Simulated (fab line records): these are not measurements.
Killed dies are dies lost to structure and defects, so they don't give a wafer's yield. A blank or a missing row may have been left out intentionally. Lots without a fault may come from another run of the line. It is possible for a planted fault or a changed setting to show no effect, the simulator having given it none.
One fault through the eyes of 2 desks ; flow berkeley-cmos170 ; every desk sees just its own numbers, and what lay behind them comes last

THE METROLOGY DESK
What the gauges read, lot by lot, whatever tool the lot ran on: means of the sampled wafers that have a number. The brackets show how far a lot's mean lies from the usual mean; more than 4 standard deviations puts the lot out of limits, marked OUT. Readings shown: 7 of its 10, picked as those furthest out on some lot.
Columns: A = NLDD_OVL at UCB170_NLDD_OVL_MEAS_07, usual -1 nm; B = SPACER_TEOS_THK at UCB170_SPACER_THK_MEAS_01, usual 376 nm; C = cd-nm at UCB170_PSD_CD_MEAS_06, usual 1199.7 nm; D = PSD_TW at UCB170_PSD_TW_MEAS_10, usual 2331; E = cd-nm at UCB170_NSD_CD_MEAS_06, usual 1199.9 nm; F = NSD_OVL at UCB170_NSD_OVL_MEAS_07, usual 1 nm; G = NSD_TW at UCB170_NSD_TW_MEAS_10, usual 4181
lot;first seen here;A;B;C;D;E;F;G
L214;day 7 02:37;-0;365;1198.6;2338;1201.6;4;4178
L220;day 8 19:46;-2;376;1200.3;2362;1200.4;-2;4191
L223;day 9 20:22;-9;373;1199.5;2338;1199.9;16;4138
L228;day 10 19:29;-4;381;1199.9;2330;1199.1;-2;4184
L229;day 10 20:12;5;376;1199.8;2336;1200.0;-1;4196
L230;day 10 20:34;-8;374;1199.3;2335;1199.5;1;4141
L232;day 11 19:11;-2;377;1201.1;2342;1200.2;7;4142
This desk found nothing out of limits on any of the 7 lots.

THE TOOL OWNER'S DESK: furnace-01
Per lot that ran on this tool, the mean of the sampled wafers carrying a number, from the tool's own readings at UCB170_SPACER_ANNEAL_02 (time 1800 s). The brackets show how far a lot's mean lies from the usual mean; more than 4 standard deviations puts the lot out of limits, marked OUT.
Columns: A = spike-tc-load-C at UCB170_SPACER_ANNEAL_02, usual 922.2 C; B = spike-tc-source-C at UCB170_SPACER_ANNEAL_02, usual 919.7 C
lot;first seen here;A;B
L220;day 9 01:20;922.2;919.2
L223;day 10 00:43;923.2;918.8
L228;day 10 21:39;922.5;920.5
L229;day 10 21:39;922.7;919.6
L230;day 10 21:39;922.2;918.6
This desk found nothing out of limits on any of the 5 lots.

BROUGHT TOGETHER
At the metrology desk, nothing out of limits was observed.
The desk of the tool owner found nothing out of limits.

WHAT WAS PUT IN BY THE SIMULATOR
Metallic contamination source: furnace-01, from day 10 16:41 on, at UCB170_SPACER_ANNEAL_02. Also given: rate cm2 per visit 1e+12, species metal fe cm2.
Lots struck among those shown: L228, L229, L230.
